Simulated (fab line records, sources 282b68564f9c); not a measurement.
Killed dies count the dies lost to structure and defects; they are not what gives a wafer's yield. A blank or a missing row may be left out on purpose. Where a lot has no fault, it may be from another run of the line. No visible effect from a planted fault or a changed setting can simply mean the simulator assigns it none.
fab line records	flow ritCmos
record lots=6	wafers=18	lastDay=6
route steps=202 shown PLDD@118 SPACER@125 NSD@131 PSD@142 SDANNEAL@153 SILICIDE@161 M1@202
lots that met no fault: from a run of the same line without faults
startH: hours from the record's opening day to when the first of the lot's shown wafers began	waitH: how many hours have passed since the lot's step before this one	" unchanged from the row above	L1.1+2: one row covering several wafers at once	- no value present, or no start provided	* or withheld: withheld	< > ~ a bound
route shown NAME@n: names a module that has steps shown in the file, with the first one's number in the route	usual: average and standard deviation across the fault-free wafers	same: alike in all rows	chamber/n: place in a boat	sites: per-site readings	_std_site: the standard deviation of these	_edge_site: inner sites' mean taken away from outer sites' mean	radiusMm: for every site, how far away it sits from the centre of the wafer	mask NAME#n: copy n	behind: the tool/chamber that last shaped the wafer	hold: why the lot was held/for how many hours/how that ended	device: which transistor (n, p or np) failed to switch	end of line: the route-end tests of the same wafers	for a step that has no rows: nothing shown but its recipe	killed: dies lost to structure and defects at the first sort, not the wafer's yield	map: shows each die of a wafer: x if killed, . if not, _ if none is there
set.NAME: the run value of the setting; set.NAME@STEP: its run value at that earlier step	model.NAME: the simulator's own value behind a step, which no gauge read
a table for each step, a row for each wafer; lots at some steps of the route
services: a tool's chamber out of use, with start hour (startH, from the record's first day; less than 0 if before it), hours out, and reason
## steps
# step RIT_PLDD_PEB_04
# recipe resist=NOVOLAK	tempC=withheld	timeS=withheld
# step RIT_PLDD_DEVELOP_05
# recipe resist=NOVOLAK	developTimeS=50	devTempC=23
# step RIT_PLDD_OVL_MEAS_06
# usual PLDD_OVL=-0.4/1.4
lot.wafer	tool	chamber	startH	waitH	PLDD_OVL[nm]
L427.3	overlay-02	-	48.31	-	-1.1
L427.5	"	-	"	"	0.7
L427.6	"	-	"	"	-0.5
L430.3	overlay-02	-	63.54	-	-3.6
L430.4	"	-	"	"	-2.4
L430.5	"	-	"	"	-3.5
L437.1	overlay-02	-	99.98	-	1.4
L437.2	"	-	"	"	-0.2
L437.4	"	-	"	"	0.0
L439.3	overlay-02	-	109.32	-	-0.5
L439.4	"	-	"	"	0.9
L439.5	"	-	"	"	0.5
L440.1	overlay-02	-	115.00	-	-0.5
L440.2	"	-	"	"	0.7
L440.5	"	-	"	"	0.6
L445.2	overlay-01	-	138.75	-	1.0
L445.4	"	-	"	"	-0.1
L445.5	"	-	"	"	0.0
# step RIT_PLDD_HARDBAKE_07
# recipe resist=NOVOLAK	tempC=140	timeS=60
# step RIT_PLDD_IMPLANT_08
# recipe species=BF2	energyKev=20	doseCm2=9e+14	tiltDeg=7
# step RIT_PLDD_STRIP_09
# recipe chemistry=O2	timeS=180	resist=NOVOLAK	platenTempC=withheld	powerW=500	pressureMtorr=4000	o2FlowSccm=4000
# usual drypumpMotorCurrentA=5.4/0.46
lot.wafer	tool	chamber	startH	waitH	drypumpMotorCurrentA	rfHoursCounterH
L427.3	plasmaAsher-03	0	48.70	0.1	4.8	-
L427.5	"	1	"	"	5.7	-
L427.6	"	0	"	"	4.8	-
L430.3	plasmaAsher-04	1	63.92	0.1	5.5	-
L430.4	"	0	"	"	5.8	-
L430.5	"	0	"	"	5.7	-
L437.1	plasmaAsher-03	1	100.32	0.1	5.7	47
L437.2	"	0	"	"	4.8	47
L437.4	"	1	"	"	5.7	-
L439.3	plasmaAsher-03	0	109.70	0.1	4.8	-
L439.4	"	1	"	"	5.7	-
L439.5	"	1	"	"	5.7	-
L440.1	plasmaAsher-01	1	115.34	0.1	5.9	31
L440.2	"	0	"	"	4.8	31
L440.5	"	1	"	"	5.9	-
L445.2	plasmaAsher-04	1	139.08	0.1	5.5	2
L445.4	"	0	"	"	5.7	-
L445.5	"	0	"	"	5.8	-
# step RIT_PLDD_TW_MEAS_10
# usual PLDD_TW=2335/22
lot.wafer	tool	chamber	startH	waitH	PLDD_TW
L427.3	filmMetro-01	-	48.83	0.1	2341
L427.5	"	-	"	"	2329
L427.6	"	-	"	"	2340
L430.3	filmMetro-03	-	64.05	0.1	2305
L430.4	"	-	"	"	2299
L430.5	"	-	"	"	2309
L437.1	filmMetro-02	-	100.49	0.1	2313
L437.2	"	-	"	"	2317
L437.4	"	-	"	"	2307
L439.3	filmMetro-01	-	109.84	0.1	2366
L439.4	"	-	"	"	2359
L439.5	"	-	"	"	2369
L440.1	filmMetro-01	-	115.51	0.1	2363
L440.2	"	-	"	"	2349
L440.5	"	-	"	"	2351
L445.2	filmMetro-01	-	139.26	0.1	2359
L445.4	"	-	"	"	2346
L445.5	"	-	"	"	2349
# step RIT_SPACER_CLEAN_00
# recipe chemistry=SC1	mix=3:3:50	timeS=574.3	tempC=75
# step RIT_SPACER_CLEAN_01
# recipe chemistry=dHF	dilution=50:1	timeS=30
# step RIT_SPACER_CLEAN_02
# recipe chemistry=SC2	mix=3:3:50	timeS=600	tempC=75	dry=n2Spin
# step RIT_SPACER_CVD_03
# recipe material=Si3N4	targetThkNm=250	tempC=810	precursor=SiH2Cl2/NH3	timeS=3300	pressureMtorr=300	sih2cl2FlowSccm=60	nh3FlowSccm=150
# step RIT_SPACER_THK_MEAS_04
# recipe reads=Si3N4_of_SPACER_CVD_03
# usual SPACER_NITRIDE_THK=249.6/2.9
lot.wafer	tool	chamber	startH	waitH	SPACER_NITRIDE_THK[nm]
L427.3	filmMetro-02	-	51.73	0.0	250.5
L427.5	"	-	"	"	250.7
L427.6	"	-	"	"	250.6
L430.3	filmMetro-02	-	66.41	0.0	251.7
L430.4	"	-	"	"	252.1
L430.5	"	-	"	"	251.7
L437.1	filmMetro-02	-	104.68	0.0	247.6
L437.2	"	-	"	"	249.6
L437.4	"	-	"	"	249.9
L439.3	filmMetro-01	-	112.18	0.0	250.7
L439.4	"	-	"	"	249.9
L439.5	"	-	"	"	252.1
L440.1	filmMetro-01	-	117.91	0.0	248.6
L440.2	"	-	"	"	248.8
L440.5	"	-	"	"	248.3
L445.2	filmMetro-02	-	142.95	0.0	248.0
L445.4	"	-	"	"	247.3
L445.5	"	-	"	"	244.6
# step RIT_SPACER_ETCHBACK_05
# recipe targetDepthA=2500	SF6_flow_sccm=30	CHF3_flow_sccm=30	target=Si3N4	chemistry=SF6/CHF3	pressureMtorr=40	rfW=242	timeS=240	stopOn=SiO2
# usual drypumpMotorCurrentA=5.8/0.4	oesProductAu=0.842/0.015	throttleValvePct=10.24/0.13
lot.wafer	tool	chamber	startH	waitH	drypumpMotorCurrentA	oesProductAu	rfHoursCounterH	throttleValvePct	model.poly-Si_of_GATE_CVD_08.thkNm	model.Si3N4_of_SPACER_CVD_03.thkNm
L427.3	rieDiel-03	2	51.77	0.0	6.0	0.862	56	10.40	170.5	198.5
L427.5	"	2	"	"	6.0	0.865	-	10.39	170.8	199
L427.6	"	3	"	"	6.5	0.837	-	10.06	170.9	197.5
L430.3	rieDiel-04	0	66.45	0.0	6.1	0.843	156	10.13	169.6	197.6
L430.4	"	3	"	"	5.9	0.856	126	10.14	169.9	197.1
L430.5	"	2	"	"	5.4	0.855	-	10.25	169.7	197.7
L437.1	rieDiel-04	0	104.74	0.1	6.1	0.830	157	10.15	180.2	201.5
L437.2	"	3	"	"	5.8	0.848	127	10.14	180.6	203.1
L437.4	"	1	"	"	5.7	0.858	158	10.12	182.8	204.9
L439.3	rieDiel-03	0	112.22	0.0	6.1	0.849	23	10.29	172.1	197.8
L439.4	"	0	"	"	6.2	0.849	-	10.29	168.1	197.1
L439.5	"	2	"	"	6.0	0.863	-	10.39	172.9	200.3
L440.1	rieDiel-04	0	117.97	0.1	6.1	0.839	157	10.14	176	202.1
L440.2	"	2	"	"	5.4	0.847	96	10.25	178.9	202.9
L440.5	"	2	"	"	5.4	0.847	-	10.24	179.2	202.7
L445.2	rieDiel-03	3	143.00	0.0	6.5	0.827	37	10.07	170.3	195.8
L445.4	"	2	"	"	6.0	0.849	58	10.41	173.9	196.1
L445.5	"	0	"	"	6.2	0.833	-	10.28	171.8	192.9
# step RIT_NSD_HMDS_00
# recipe primeTimeS=60	primeTempC=140
# step RIT_NSD_COAT_01
# recipe resist=NOVOLAK	spinRpm=3250	resistThkNm=1000
# step RIT_NSD_SOFTBAKE_02
# recipe resist=NOVOLAK	tempC=90	timeS=60
# step RIT_NSD_EXPOSE_03
# recipe maskId=M9	na=0.57	targetCdNm=40700	doseMj=250
# step RIT_NSD_PEB_04
# recipe resist=NOVOLAK	tempC=withheld	timeS=withheld
# step RIT_NSD_DEVELOP_05
# recipe resist=NOVOLAK	developTimeS=50	devTempC=23
# step RIT_NSD_OVL_MEAS_06
# usual NSD_OVL=0.1/1.3
lot.wafer	tool	chamber	startH	waitH	NSD_OVL[nm]
L427.3	overlay-01	-	52.90	-	-0.1
L427.5	"	-	"	"	-0.1
L427.6	"	-	"	"	-0.1
L430.3	overlay-01	-	67.59	-	-1.8
L430.4	"	-	"	"	1.4
L430.5	"	-	"	"	-1.0
L437.1	overlay-01	-	105.87	-	0.7
L437.2	"	-	"	"	0.7
L437.4	"	-	"	"	0.6
L439.3	overlay-01	-	113.23	-	-0.7
L439.4	"	-	"	"	0.0
L439.5	"	-	"	"	0.2
L440.1	overlay-01	-	119.17	-	1.8
L440.2	"	-	"	"	-0.9
L440.5	"	-	"	"	1.2
L445.2	overlay-02	-	144.01	-	1.2
L445.4	"	-	"	"	0.5
L445.5	"	-	"	"	0.2
# step RIT_NSD_HARDBAKE_07
# recipe resist=NOVOLAK	tempC=140	timeS=60
# step RIT_NSD_IMPLANT_08
# recipe species=P	energyKev=25	doseCm2=1e+15	tiltDeg=7
# step RIT_NSD_STRIP_09
# recipe chemistry=O2	timeS=180	resist=NOVOLAK	platenTempC=withheld	powerW=500	pressureMtorr=4000	o2FlowSccm=4000
# usual drypumpMotorCurrentA=5.5/0.4
lot.wafer	tool	chamber	startH	waitH	drypumpMotorCurrentA	rfHoursCounterH
L427.3	plasmaAsher-01	0	53.28	0.1	4.8	-
L427.5	"	1	"	"	5.8	-
L427.6	"	0	"	"	4.8	-
L430.3	plasmaAsher-04	0	67.97	0.1	5.7	-
L430.4	"	1	"	"	5.6	-
L430.5	"	1	"	"	5.5	-
L437.1	plasmaAsher-04	1	106.20	0.1	5.5	48
L437.2	"	0	"	"	5.8	48
L437.4	"	0	"	"	5.8	-
L439.3	plasmaAsher-02	1	113.62	0.1	5.7	-
L439.4	"	0	"	"	5.3	-
L439.5	"	1	"	"	5.7	-
L440.1	plasmaAsher-02	0	119.51	0.1	5.3	49
L440.2	"	1	"	"	5.8	49
L440.5	"	1	"	"	5.7	-
L445.2	plasmaAsher-02	1	144.34	0.1	5.7	52
L445.4	"	1	"	"	5.7	-
L445.5	"	0	"	"	5.3	-
# step RIT_NSD_TW_MEAS_10
# usual NSD_TW=3102/30
lot.wafer	tool	chamber	startH	waitH	NSD_TW
L427.3	filmMetro-02	-	53.42	0.1	3086
L427.5	"	-	"	"	3091
L427.6	"	-	"	"	3062
L430.3	filmMetro-02	-	68.11	0.1	3096
L430.4	"	-	"	"	3075
L430.5	"	-	"	"	3098
L437.1	filmMetro-03	-	106.38	0.1	3065
L437.2	"	-	"	"	3072
L437.4	"	-	"	"	3078
L439.3	filmMetro-02	-	113.75	0.1	3079
L439.4	"	-	"	"	3071
L439.5	"	-	"	"	3074
L440.1	filmMetro-01	-	119.68	0.1	3158
L440.2	"	-	"	"	3146
L440.5	"	-	"	"	3141
L445.2	filmMetro-01	-	144.52	0.1	3123
L445.4	"	-	"	"	3124
L445.5	"	-	"	"	3124
# step RIT_PSD_HMDS_00
# recipe primeTimeS=60	primeTempC=140
# step RIT_PSD_COAT_01
# recipe resist=NOVOLAK	spinRpm=3250	resistThkNm=1000
# step RIT_PSD_SOFTBAKE_02
# recipe resist=NOVOLAK	tempC=90	timeS=60
# step RIT_PSD_EXPOSE_03
# recipe maskId=M10	na=0.57	targetCdNm=40900	doseMj=250
# step RIT_PSD_PEB_04
# recipe resist=NOVOLAK	tempC=withheld	timeS=withheld
# step RIT_PSD_DEVELOP_05
# recipe resist=NOVOLAK	developTimeS=50	devTempC=23
# step RIT_PSD_OVL_MEAS_06
# usual PSD_OVL=-0.2/1.4
lot.wafer	tool	chamber	startH	waitH	PSD_OVL[nm]
L427.3	overlay-01	-	54.32	-	0.1
L427.5	"	-	"	"	-0.1
L427.6	"	-	"	"	0.6
L430.3	overlay-01	-	69.14	-	0.7
L430.4	"	-	"	"	-1.6
L430.5	"	-	"	"	-1.4
L437.1	overlay-01	-	107.29	-	0.6
L437.2	"	-	"	"	-0.3
L437.4	"	-	"	"	-1.9
L439.3	overlay-02	-	114.72	-	-1.7
L439.4	"	-	"	"	-1.8
L439.5	"	-	"	"	-1.8
L440.1	overlay-01	-	120.79	-	-2.3
L440.2	"	-	"	"	-0.4
L440.5	"	-	"	"	-1.8
L445.2	overlay-01	-	145.55	-	0.2
L445.4	"	-	"	"	-0.1
L445.5	"	-	"	"	1.7
# step RIT_PSD_HARDBAKE_07
# recipe resist=NOVOLAK	tempC=140	timeS=60
# step RIT_PSD_IMPLANT_08
# recipe species=BF2	energyKev=27	doseCm2=5e+15	tiltDeg=7
# step RIT_PSD_STRIP_09
# recipe chemistry=O2	timeS=180	resist=NOVOLAK	platenTempC=withheld	powerW=500	pressureMtorr=4000	o2FlowSccm=4000
# usual drypumpMotorCurrentA=5.4/0.44
lot.wafer	tool	chamber	startH	waitH	drypumpMotorCurrentA	rfHoursCounterH
L427.3	plasmaAsher-01	1	54.71	0.1	5.9	-
L427.5	"	1	"	"	5.9	-
L427.6	"	0	"	"	4.8	-
L430.3	plasmaAsher-01	1	69.52	0.1	5.8	-
L430.4	"	0	"	"	4.8	-
L430.5	"	1	"	"	5.8	-
L437.1	plasmaAsher-02	1	107.63	0.1	5.7	48
L437.2	"	0	"	"	5.3	48
L437.4	"	1	"	"	5.7	-
L439.3	plasmaAsher-01	1	115.19	0.1	5.9	-
L439.4	"	0	"	"	4.8	-
L439.5	"	0	"	"	4.8	-
L440.1	plasmaAsher-01	0	121.13	0.1	4.8	32
L440.2	"	1	"	"	5.9	32
L440.5	"	1	"	"	5.9	-
L445.2	plasmaAsher-03	0	145.94	0.1	4.8	52
L445.4	"	0	"	"	4.8	-
L445.5	"	1	"	"	5.7	-
# step RIT_PSD_TW_MEAS_10
# usual PSD_TW=3397/28
lot.wafer	tool	chamber	startH	waitH	PSD_TW
L427.3	filmMetro-01	-	54.84	0.1	3440
L427.5	"	-	"	"	3428
L427.6	"	-	"	"	3449
L430.3	filmMetro-03	-	69.66	0.1	3366
L430.4	"	-	"	"	3399
L430.5	"	-	"	"	3358
L437.1	filmMetro-03	-	107.80	0.1	3387
L437.2	"	-	"	"	3389
L437.4	"	-	"	"	3381
L439.3	filmMetro-03	-	115.33	0.1	3387
L439.4	"	-	"	"	3364
L439.5	"	-	"	"	3354
L440.1	filmMetro-03	-	121.30	0.1	3358
L440.2	"	-	"	"	3372
L440.5	"	-	"	"	3360
L445.2	filmMetro-02	-	146.12	0.1	3388
L445.4	"	-	"	"	3378
L445.5	"	-	"	"	3396
# step RIT_SDANNEAL_CLEAN_00
# recipe chemistry=SC1	mix=3:3:50	timeS=572.4	tempC=75
# step RIT_SDANNEAL_CLEAN_01
# recipe chemistry=dHF	dilution=50:1	timeS=30
# step RIT_SDANNEAL_CLEAN_02
# recipe chemistry=SC2	mix=3:3:50	timeS=600	tempC=75	dry=n2Spin
lot.wafer	tool	chamber	startH	waitH	model.poly-Si_of_GATE_CVD_08.thkNm
L427.3	wetBench-01	1	55.07	0.0	166.3
L427.5	"	1	"	"	166.6
L427.6	"	1	"	"	166.7
L430.3	wetBench-02	3	69.89	0.0	165.4
L430.4	"	3	"	"	165.7
L430.5	"	3	"	"	165.5
L437.1	wetBench-03	3	108.07	0.0	175.9
L437.2	"	3	"	"	176.4
L437.4	"	3	"	"	178.6
L439.3	wetBench-03	1	115.56	0.0	167.9
L439.4	"	1	"	"	163.9
L439.5	"	1	"	"	168.8
L440.1	wetBench-01	0	121.56	0.0	171.9
L440.2	"	0	"	"	174.7
L440.5	"	0	"	"	175
L445.2	wetBench-01	1	146.40	0.0	166.1
L445.4	"	1	"	"	169.7
L445.5	"	1	"	"	167.6
# step RIT_SDANNEAL_RTA_03
# recipe tempC=1050	timeS=5	idleTempC=600	rampUpCPerS=342	rampDownCPerS=171	coolToC=600	ambient=N2
# usual wafer_temp_C_max=1053.6/1.3
lot.wafer	tool	chamber	startH	waitH	wafer_temp_C_max
L427.3	rtpAnneal-02	0	55.28	0.0	1053.2
L427.5	"	0	"	"	1054.6
L427.6	"	0	"	"	1052.5
L430.3	rtpAnneal-01	0	70.08	0.0	1054.6
L430.4	"	0	"	"	1054.6
L430.5	"	0	"	"	1053.0
L437.1	rtpAnneal-02	0	108.25	0.0	1054.6
L437.2	"	0	"	"	1052.1
L437.4	"	0	"	"	1055.5
L439.3	rtpAnneal-02	0	115.75	0.0	1053.5
L439.4	"	0	"	"	1054.1
L439.5	"	0	"	"	1052.1
L440.1	rtpAnneal-01	0	121.73	0.0	1054.0
L440.2	"	0	"	"	1054.4
L440.5	"	0	"	"	1052.6
L445.2	rtpAnneal-02	0	146.60	0.0	1050.9
L445.4	"	0	"	"	1054.8
L445.5	"	0	"	"	1053.6
# step RIT_SDANNEAL_RS_MEAS_04
# recipe thkMeasGauge=four-point-probe
# usual PSD_RS=115.93/0.25
lot.wafer	tool	chamber	startH	waitH	PSD_RS[ohm/sq]
L427.3	filmMetro-02	-	55.36	0.1	116.19
L427.5	"	-	"	"	115.73
L427.6	"	-	"	"	116.10
L430.3	filmMetro-03	-	70.16	0.1	116.35
L430.4	"	-	"	"	116.01
L430.5	"	-	"	"	115.95
L437.1	filmMetro-01	-	108.30	0.0	115.87
L437.2	"	-	"	"	115.87
L437.4	"	-	"	"	116.21
L439.3	filmMetro-01	-	115.83	0.1	116.04
L439.4	"	-	"	"	115.99
L439.5	"	-	"	"	115.89
L440.1	filmMetro-03	-	121.79	0.0	116.21
L440.2	"	-	"	"	116.11
L440.5	"	-	"	"	116.10
L445.2	filmMetro-01	-	146.67	0.1	115.90
L445.4	"	-	"	"	115.73
L445.5	"	-	"	"	115.94
# step RIT_SDANNEAL_RS_MEAS_05
# recipe thkMeasGauge=four-point-probe
# usual NSD_RS=84.57/0.22
lot.wafer	tool	chamber	startH	waitH	NSD_RS[ohm/sq]
L427.3	filmMetro-02	-	55.48	0.1	84.27
L427.5	"	-	"	"	84.64
L427.6	"	-	"	"	84.24
L430.3	filmMetro-03	-	70.28	0.1	84.87
L430.4	"	-	"	"	84.36
L430.5	"	-	"	"	84.51
L437.1	filmMetro-01	-	108.42	0.1	84.76
L437.2	"	-	"	"	84.82
L437.4	"	-	"	"	84.68
L439.3	filmMetro-01	-	115.95	0.1	84.85
L439.4	"	-	"	"	84.58
L439.5	"	-	"	"	84.70
L440.1	filmMetro-03	-	121.91	0.1	84.56
L440.2	"	-	"	"	84.19
L440.5	"	-	"	"	84.63
L445.2	filmMetro-01	-	146.79	0.1	84.57
L445.4	"	-	"	"	84.91
L445.5	"	-	"	"	84.87
# step RIT_SDANNEAL_RS_MEAS_06
# recipe thkMeasGauge=four-point-probe
# usual PLDD_RS=178.8/0.45
lot.wafer	tool	chamber	startH	waitH	PLDD_RS[ohm/sq]
L427.3	filmMetro-02	-	55.60	0.1	179.6
L427.5	"	-	"	"	179.7
L427.6	"	-	"	"	179.6
L430.3	filmMetro-03	-	70.40	0.1	179.8
L430.4	"	-	"	"	178.5
L430.5	"	-	"	"	179.1
L437.1	filmMetro-01	-	108.54	0.1	178.8
L437.2	"	-	"	"	179.0
L437.4	"	-	"	"	178.6
L439.3	filmMetro-01	-	116.07	0.1	178.6
L439.4	"	-	"	"	179.0
L439.5	"	-	"	"	178.8
L440.1	filmMetro-03	-	122.03	0.1	179.4
L440.2	"	-	"	"	179.5
L440.5	"	-	"	"	179.1
L445.2	filmMetro-01	-	146.91	0.1	178.9
L445.4	"	-	"	"	178.5
L445.5	"	-	"	"	178.6
# step RIT_SILICIDE_WET_ETCH_00
# recipe chemistry=BOE	target=SiO2	targetDepthNm=14	timeS=15	dry=n2Spin	dilution=10:1	tempC=21.5
lot.wafer	tool	chamber	startH	waitH	model.Si3N4_of_SPACER_CVD_03.thkNm
L427.3	wetBench-03	2	55.80	0.1	197.3
L427.5	"	2	"	"	197.9
L427.6	"	2	"	"	196.3
L430.3	wetBench-03	3	70.60	0.1	196.4
L430.4	"	3	"	"	196
L430.5	"	3	"	"	196.6
L437.1	wetBench-03	3	108.78	0.1	200.4
L437.2	"	3	"	"	202
L437.4	"	3	"	"	203.8
L439.3	wetBench-03	2	116.27	0.1	196.7
L439.4	"	2	"	"	195.9
L439.5	"	2	"	"	199.1
L440.1	wetBench-03	1	122.27	0.1	201
L440.2	"	1	"	"	201.8
L440.5	"	1	"	"	201.6
L445.2	wetBench-04	0	147.13	0.1	194.7
L445.4	"	0	"	"	194.9
L445.5	"	0	"	"	191.8
# step RIT_M1_PROBE_99
lot.wafer	tool	chamber	startH	waitH	model.etest.nmos_0p15.rOnOhmUm	model.etest.nplusSal.widthNm	model.etest.pplusSal.widthNm	model.etest.nwellPinched.rsOhmSq	model.etest.pwellPinched.rsOhmSq	model.etest.nmosNarrow.driveUaUm	model.etest.nmos_0p3.driveUaUm	model.etest.contactNplus.endOhmUm
L427.3	prober-02	-	63.77	0.2	1062	3416	3451	330.2	451.1	228.3	224.5	39.72
L427.5	prober-02	-	63.87	0.2	1043	3442	3440	327.6	454.1	232.8	231	41.38
L427.6	prober-02	-	63.92	0.2	1073	3456	3418	332.5	465.2	232.4	229.4	42.11
L430.3	prober-02	-	78.05	0.2	1090	3482	3466	336.6	458.2	229.3	223.7	43.13
L430.4	prober-02	-	78.10	0.2	1102	3492	3499	337.2	467.2	232.5	227.1	42.12
L430.5	prober-02	-	78.15	0.2	1065	3465	3471	332.3	462	232.5	228.6	41.18
L437.1	prober-01	-	115.69	0.1	1002	3384	3363	316.7	429	221.4	219.1	37.43
L437.2	prober-01	-	115.74	0.1	995.5	3392	3362	315.4	431	223.3	221.9	37
L437.4	prober-01	-	115.84	0.2	1013	3346	3342	310.2	439.3	218.6	218	40.99
L439.3	prober-01	-	123.77	0.2	1084	3456	3429	335.3	458.4	228.7	224.5	40.15
L439.4	prober-01	-	123.82	0.2	1106	3446	3455	336.5	465.3	227.2	222.9	40.16
L439.5	prober-01	-	123.87	0.2	1065	3431	3421	329.8	455.2	225.8	221.6	40.76
L440.1	prober-02	-	129.70	0.1	991.2	3397	3364	314.9	439.7	234.3	229.7	37.12
L440.2	prober-02	-	129.75	0.1	990.9	3356	3364	311.7	435.9	229.5	228.2	36.92
L440.5	prober-02	-	129.90	0.2	974.4	3351	3376	307.9	440	223	225.6	36.56
L445.2	prober-01	-	154.94	0.1	1085	3466	3468	336.4	455.7	239.9	235	41.6
L445.4	prober-01	-	155.04	0.2	1056	3444	3469	332.5	456.1	245.5	240.3	41.33
L445.5	prober-01	-	155.09	0.2	1086	3463	3471	337.1	459.6	243.2	240.1	42.14
# killed by level:class
L427.3 FOX2:geometricParticle:short=1 REOX:geometricParticle:open=1
L427.5 FOX1:geometricParticle:open=1 FOX2:geometricParticle:short=1 GATE:geometricParticle:short=1 SILICIDE:geometricParticle:short=1
L427.6 GATE:geometricParticle:open=3 FOX1:geometricParticle:open=2 GATE:geometricParticle:short=1 SILICIDE:geometricParticle:short=1 SILICIDE:geometricParticle:open=1
L430.3 GATE:geometricParticle:open=4 FOX1:geometricParticle:short=1 GATE:geometricParticle:short=1
L430.4 GATE:geometricParticle:short=1 REOX:geometricParticle:open=1 SPACER:geometricParticle:short=1 SILICIDE:geometricParticle:short=1 SILICIDE:geometricParticle:open=1
L430.5 SPACER:geometricParticle:open=1 SILICIDE:geometricParticle:short=1 SILICIDE:geometricParticle:open=1
L439.3 GATE:geometricParticle:open=3 FOX1:geometricParticle:short=2
L439.4 FOX1:geometricParticle:open=2 GATE:geometricParticle:open=2 FOX2:geometricParticle:short=1 SPACER:geometricParticle:open=1
L439.5 GATE:geometricParticle:open=2 SPACER:geometricParticle:short=2 FOX2:geometricParticle:short=1 GATE:geometricParticle:short=1 REOX:geometricParticle:open=1 SPACER:geometricParticle:open=1
L440.1 REOX:geometricParticle:open=3 REOX:geometricParticle:short=2 GATE:geometricParticle:short=1 SILICIDE:geometricParticle:open=1
L440.2 GATE:geometricParticle:open=3 SILICIDE:geometricParticle:short=2 FOX2:geometricParticle:open=1 FOX2:geometricParticle:short=1
L440.5 SPACER:areaEtchback=4 GATE:geometricParticle:open=2 GATE:geometricParticle:short=1 REOX:geometricParticle:short=1 SILICIDE:geometricParticle:open=1
L445.2 FOX1:geometricParticle:open=2 FOX2:geometricParticle:open=1 FOX2:geometricParticle:short=1 GATE:geometricParticle:open=1 SPACER:geometricParticle:open=1
L445.4 FOX1:geometricParticle:open=1 FOX1:geometricParticle:short=1 FOX2:geometricParticle:short=1 REOX:geometricParticle:short=1 SILICIDE:geometricParticle:open=1 SILICIDE:geometricParticle:short=1
L445.5 FOX1:geometricParticle:open=2 FOX1:geometricParticle:short=1 GATE:geometricParticle:short=1 SPACER:geometricParticle:open=1 SILICIDE:geometricParticle:open=1
## services
tool	chamber	startH	hours	kind
rieDiel-03	-	25.17	2.8	pm
plasmaAsher-04	-	54.47	2.2	repair
wetBench-03	-	56.80	3.3	repair
rieDiel-03	0	64.49	8.8	repair
plasmaAsher-01	-	70.32	15.6	pm
rieDiel-03	1	70.39	5.8	repair
rieDiel-03	3	98.50	4.9	repair
rieDiel-03	1	103.35	-	clean
rieDiel-03	1	103.35	17.5	scheduledDown
rieDiel-03	1	103.35	17.5	ventCycle
rieDiel-04	1	105.26	-	clean
rieDiel-04	1	105.26	22.6	scheduledDown
rieDiel-04	1	105.26	22.6	ventCycle
plasmaAsher-04	-	108.75	9.0	pm
plasmaAsher-04	0	108.75	9.0	ventCycle
plasmaAsher-04	1	108.75	9.0	ventCycle
rieDiel-04	3	112.37	7.4	repair
wetBench-04	-	114.28	4.6	repair
plasmaAsher-04	0	117.75	-	clean
plasmaAsher-04	1	117.75	-	clean
plasmaAsher-02	-	122.05	2.1	repair
rieDiel-04	0	127.86	-	clean
rieDiel-04	0	127.86	17.1	scheduledDown
rieDiel-04	0	127.86	17.1	ventCycle
## key
firstSign none at tools or gauges
modelEffect step=RIT_SPACER_ETCHBACK_05	value=poly-Si_of_GATE_CVD_08.thkNm	without=170.7	struck=179.6
modelEffect step=RIT_SDANNEAL_CLEAN_02	value=poly-Si_of_GATE_CVD_08.thkNm	without=166.5	struck=175.4
modelEffect step=RIT_SILICIDE_WET_ETCH_00	value=Si3N4_of_SPACER_CVD_03.thkNm	without=194.4	struck=201.7
modelEffect step=RIT_M1_PROBE_99	value=etest.nmos_0p15.rOnOhmUm	without=1096	struck=994.4
metAt RIT_SPACER_ETCHBACK_05
struckWafers L437.1,L437.2,L437.4,L440.1,L440.2,L440.5
sortLeftOut L437.1,L437.2,L437.4
testerLeftOut L437,L440
onsetBetween 66.45 104.74
fault kind=processParameterDrift	tool=rieDiel-04	chamber=-	onsetH=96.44	steps=RIT_SPACER_ETCHBACK_05	channel=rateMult	offset=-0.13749	shape=step	endH=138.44
# testerLeftOut: of these lots the tester's yield and bins aren't shown, on N5 and GAA mostly nor the transistor test; their killed dies are dies lost to structure and defects alone, not to doping, threshold or leakage, so they don't give the yield
# sortLeftOut: the simulated sort isn't trusted on such a fault, so these wafers' sort isn't shown, and their yield isn't known
